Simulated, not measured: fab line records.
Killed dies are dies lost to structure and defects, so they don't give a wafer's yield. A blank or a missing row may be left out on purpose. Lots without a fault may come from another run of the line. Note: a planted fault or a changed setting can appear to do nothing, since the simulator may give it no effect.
A lot that was struck, set against a sound lot -- flow rit-cmos -- 18 out of 202 route steps
Sound: the wafers L469.1, L469.3, L469.6. Struck: wafers L476.2, L476.3 (left out: L476.1, a lot-mate that was not struck); the cause follows at the end.
Per side, at each step with rows, come the tool, then ch with its chambers, and then its first start. Under that, the readings that differ: sound wafers -- struck wafers -- difference of the means -- sigmas: that difference in standard deviations of wafers without a fault.
alike: a reading whose means differ by less than 2 such deviations, as well as words and numbers matching on both sides. not compared: withheld readings; readings where some wafer has no value; bounds like >300 that might hide an equal value; numbers whose values overlap and for which the record gives no deviation.
Wherever a step has rows on one side only, a row that says differs or no value, or a row with sigmas, the two part there. Non-overlapping numbers with no deviation appear without sigmas and do not part them. A reading that every wafer of one side lacks parts them only if that side has two wafers or more.

RIT_M1_SPUTTER_00: material Al, target thk 400 nm, time 500 s.
  struck on pvd-sputter-04, day 7 08:53; sound on pvd-sputter-03, day 5 20:53
  alike: substrate-temp-c, throttle-valve-pct
RIT_M1_RS_MEAS_01: uses a four-point probe to measure.
  struck on film-metro-04, day 7 09:13; sound on film-metro-01, day 5 21:11
  alike: M1_AL_RS
RIT_M1_THK_MEAS_02: measures by xrf.
  struck on film-metro-04, day 7 09:20; sound on film-metro-01, day 5 21:18
  alike: M1_AL_THK
then, 6 steps without rows for these wafers: RIT_M1_HMDS_03 (prime time 60 s); RIT_M1_COAT_04 (resist thk 1300 nm); RIT_M1_SOFTBAKE_05 (time 60 s); RIT_M1_EXPOSE_06 (exposes mask M12, target cd 2600 nm); RIT_M1_PEB_07; RIT_M1_DEVELOP_08 (develop time 68 s).
RIT_M1_CD_MEAS_09 targets a cd of 2600 nm.
  struck on cd-sem-02, day 7 10:25; sound on cd-sem-01, day 5 22:23
  alike: cd-nm
RIT_M1_OVL_MEAS_10:
  struck on overlay-02, day 7 10:32; sound on overlay-02, day 5 22:31
  alike: M1_OVL
then, 1 step without rows for these wafers: RIT_M1_HARDBAKE_11 (time 120 s).
RIT_M1_METAL_ETCH_12: etches Al in Cl2/BCl3, stops on SiO2, time 165 s, target depth 600 nm.
  sound on rie-metal-01 ch 0,1, day 5 22:48; struck on rie-metal-01 ch 0, day 7 10:56
reading,sound,struck,difference,sigmas
oes-product-au (a.u.),0.765 0.777 0.773,0.678 0.677,-0.094,-8
run-length-s (s),193.8 193.5 192.6,239.8 240.1,+46.6,+90
model.NOVOLAK_of_M1_COAT_04.thk-nm (nm),785.7 778.9 804.4,682.9 680.9,-107.8,
model.M1.feature-depth-nm (nm),429.3 437.1 424.5,443.5 446.9,+14.9,
model.SiO2_of_CONTACT_CVD_00.thk-nm (nm),364.6 356.1 368.7,352.2 350.4,-11.8,
  alike: drypump-motor-current-A, throttle-valve-pct
  not compared: rf-hours-counter-h
then, 1 step without rows for these wafers: RIT_M1_STRIP_13 (strips in nmp, time 600 s).
RIT_M1_STRIP_14: strips in O2, time 180 s.
  sound on plasma-asher-02 ch 0,1, day 5 23:08; struck on plasma-asher-04 ch 0,1, day 7 11:17
  alike: drypump-motor-current-A, rf-refl-power-W
  not compared: rf-hours-counter-h
RIT_M1_CD_MEAS_90 targets a cd of 2600 nm.
  struck on cd-sem-02, day 7 11:27; sound on cd-sem-01, day 5 23:19
reading,sound,struck,difference,sigmas
cd-nm (nm),2598 2598 2603,2588 2585,-13,-4
then, 1 step without rows for these wafers: RIT_M1_ANNEAL_15 (time 1800 s).
RIT_M1_PROBE_99:
  struck on prober-01, day 7 13:14; sound on prober-02, day 6 02:29
reading,sound,struck,difference,sigmas
killed-at-contacts,0 0 0,1 0,+0,+2
model.etest.antenna-m1.vt-shift-v (V),-0.01666 -0.01437 -0.01449,-0.02216 -0.02485,-0.00833,
  alike: defect-limited-yield, killed-at-front-end, killed-dies, killed-open, killed-short, sort_bin_3_pad_short, sort_bin_5_function, sort_bin_6_memory, sort-n-pass, sort-yield-pct

WHERE THEY PART
Earliest at RIT_M1_METAL_ETCH_12; latest, in this record, at RIT_M1_PROBE_99.

WHY: what the simulator had put in
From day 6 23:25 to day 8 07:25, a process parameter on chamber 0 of rie-metal-01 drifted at RIT_M1_METAL_ETCH_12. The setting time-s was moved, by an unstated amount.
